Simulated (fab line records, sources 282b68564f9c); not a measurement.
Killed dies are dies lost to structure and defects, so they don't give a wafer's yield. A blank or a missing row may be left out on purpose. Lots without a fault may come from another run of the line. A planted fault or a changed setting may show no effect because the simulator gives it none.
One fault seen from 2 desks | flow rit_cmos | each desk has only its own numbers; what lay behind them comes last

THE METROLOGY DESK
What the gauges read, lot by lot, whatever tool the lot ran on: means of the sampled wafers that have a number. A lot is out of limits, marked OUT, if its mean lies more than 4 standard deviations from the usual mean; the brackets give that distance.
Columns: A = INCOMING_BOW at RIT_ACTIVE_BOW_MEAS_00, usual 1 um; B = NRETRO_OVL at RIT_NRETRO_OVL_MEAS_06, usual -0.3 nm; C = PRETRO_TW at RIT_PRETRO_TW_MEAS_10, usual 474; D = GATE_OXIDE_THK at RIT_GATE_THK_MEAS_07, usual 3.02 nm
lot  | first seen here | A  | B    | C   | D
L696 | day 1 10:01     | 0  | -0.9 | 469 | 3.00
L697 | day 1 15:02     | 1  | -0.5 | 478 | 2.94
L701 | day 2 11:00     | 0  | 0.5  | 457 | 3.03
L702 | day 2 16:01     | 4  | 1.5  | 451 | 3.07
L706 | day 3 12:02     | 1  | -0.6 | 468 | 3.05
L709 | day 4 03:00     | -2 | 0.3  | 468 | 2.99
L711 | day 4 13:02     | -4 | 0.2  | 482 | 3.03
L712 | day 4 18:01     | -1 | -0.1 | 471 | 3.01
L713 | day 4 23:02     | -2 | 0.2  | 481 | 3.06
L715 | day 5 09:00     | 1  | 1.0  | 479 | 3.10
L716 | day 5 14:02     | 5  | -0.8 | 479 | 2.99
L717 | day 5 19:00     | -1 | -3.0 | 478 | 3.01
L718 | day 6 00:00     | 7  | -3.4 | 480 | 3.02
L719 | day 6 05:04     | -1 | 1.4  | 480 | 2.97
This desk's finding: nothing out of limits on any of the 14 lots.

THE TOOL OWNER'S DESK: implanter-01
The tool's own readings at RIT_PRETRO_IMPLANT_08: means of the sampled wafers that have a number, for each lot that ran on this tool. A lot is out of limits, marked OUT, if its mean lies more than 4 standard deviations from the usual mean; the brackets give that distance.
Columns: A = tilt_deg at RIT_PRETRO_IMPLANT_08, usual 7.002 degrees
lot  | first seen here | A
L701 | day 3 10:59     | 1.937 (-99 or more) OUT
L702 | day 3 15:59     | 1.936 (-99 or more) OUT
L716 | day 6 12:04     | 7.007
L717 | day 6 18:35     | 6.994
L718 | day 6 23:50     | 6.998
This desk's finding: out of limits on L701, L702; first on L701, day 3 10:59 (tilt_deg at RIT_PRETRO_IMPLANT_08). In limits: L716, L717, L718.

PUT TOGETHER
The tool owner's desk could have raised an alarm at day 3 10:59, on L701, L702.
The metrology desk saw nothing out of limits.
The metrology desk has L701, L702 on record, within its limits.
Of the lots named, all ran RIT_PRETRO_IMPLANT_08 on implanter-01.

WHAT THE SIMULATOR HAD PUT IN
Process parameter drift: implanter-01, from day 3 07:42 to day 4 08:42, at RIT_PRETRO_IMPLANT_08. Setting tilt_deg, moved by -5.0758, from 7. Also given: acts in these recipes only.
Lots struck among those shown: L701, L702.
Hours from the fault's start to each desk's first reading out of limits: the tool owner's desk, 3.
